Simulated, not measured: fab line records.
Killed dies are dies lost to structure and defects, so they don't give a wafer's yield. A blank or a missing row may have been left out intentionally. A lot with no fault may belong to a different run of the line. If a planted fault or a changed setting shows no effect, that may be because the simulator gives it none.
8D (eight disciplines) problem report, filled in by code | flow berkeley-cmos170 | the parts of the form that need people (team, actions taken, sign-off) are left out

1. THE ISSUE
Wafers without a fault read 100.04 W, standard deviation 0.28; bias-w at UCB170_GATE_ETCH_14 reads a mean of 108.62 W on 2 wafers belonging to 2 lots. That puts it +31 standard deviations away from the usual mean.
The step: etches BARC in N2/H2.
Seen first at day 9 00:58 on rie-diel-02, wafer L913.1. The record holds 33 wafers of 11 lots with a number at this step. The rule behind "out" and "out of limits": a value lying over 4 standard deviations away from the usual mean. The other wafers with a number count as sound.

2. WHAT IT IS; WHAT IT IS NOT
question                    | is               | is not
which readings at this step | bias-w           | drypump-motor-current-A, throttle-valve-pct
which lots                  | L913, L914       | L905, L906, L907, L908, L910, L920, L921, L922, L925
which wafers of those lots  | L913.1, L914.1   | L913.3, L913.6, L914.3, L914.5
read on which tools         | rie-diel-02      | rie-diel-03, rie-diel-04
when                        | from day 9 00:58 | up to then (17 sound wafers); but 14 sound wafers of L914, L920, L921, L922, L925 came after

3. SUSPECTS, AND WHAT RULES EACH OUT
Counting: any tool at a process step up to the reading remains a suspect provided it ran every lot that is out. Sound lots after the first of them don't rule it out here, since some wafers of a struck lot are sound.
- rie-diel-02 at UCB170_GATE_ETCH_14 (etches BARC in N2/H2): kept. It ran every lot that is out, first L913 (day 9 00:58); its last sound lot up to then is L907 (day 8 02:35). Its own readings are out on those wafers: bias-w.
- At UCB170_GATE_ETCH_14, inside rie-diel-02: chamber 1 took the wafers that are out, while their sound lot-mates went through chambers 0, 2, 3.
After counting, what remains is rie-diel-02 at UCB170_GATE_ETCH_14.

4. THE CAUSE (what the simulator had put in)
rie-diel-02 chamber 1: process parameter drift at UCB170_GATE_ETCH_14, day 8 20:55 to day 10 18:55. Setting bias-w shifted by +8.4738 from 100. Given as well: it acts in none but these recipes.
Counting left only this tool.

5. THE CHAIN OF EFFECTS, in route order
Rows list readings where the struck wafers' mean (over those with a number) sits beyond 3 standard deviations from the usual. Only readings for which the record gives a usual standard deviation are gone through. hours: the time from each lot's start at the first step in this table that gives one to its start at this step, as a median over the lots. sigmas: the change in usual standard deviations.
hours | step                | reading        | usual      | on struck wafers | change | sigmas
0     | UCB170_GATE_ETCH_14 | bias-w         | 100.04 W   | 108.62           | +8.58  | +31
0     | UCB170_GATE_ETCH_14 | oes-product-au | 1.003 a.u. | 1.083            | +0.080 | +3.2
Its process steps:
- UCB170_GATE_ETCH_14: etches BARC in N2/H2.
Later steps that measure or inspect, where all struck wafers having a row at the step show a number for every such reading and not one has moved that far: UCB170_PLDD_CD_MEAS_06.

6. HOW IT WOULD HAVE BEEN CAUGHT EARLIER
The fault began at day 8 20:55; the first out-of-limits reading in this record came at day 9 00:58, 4 hours later.
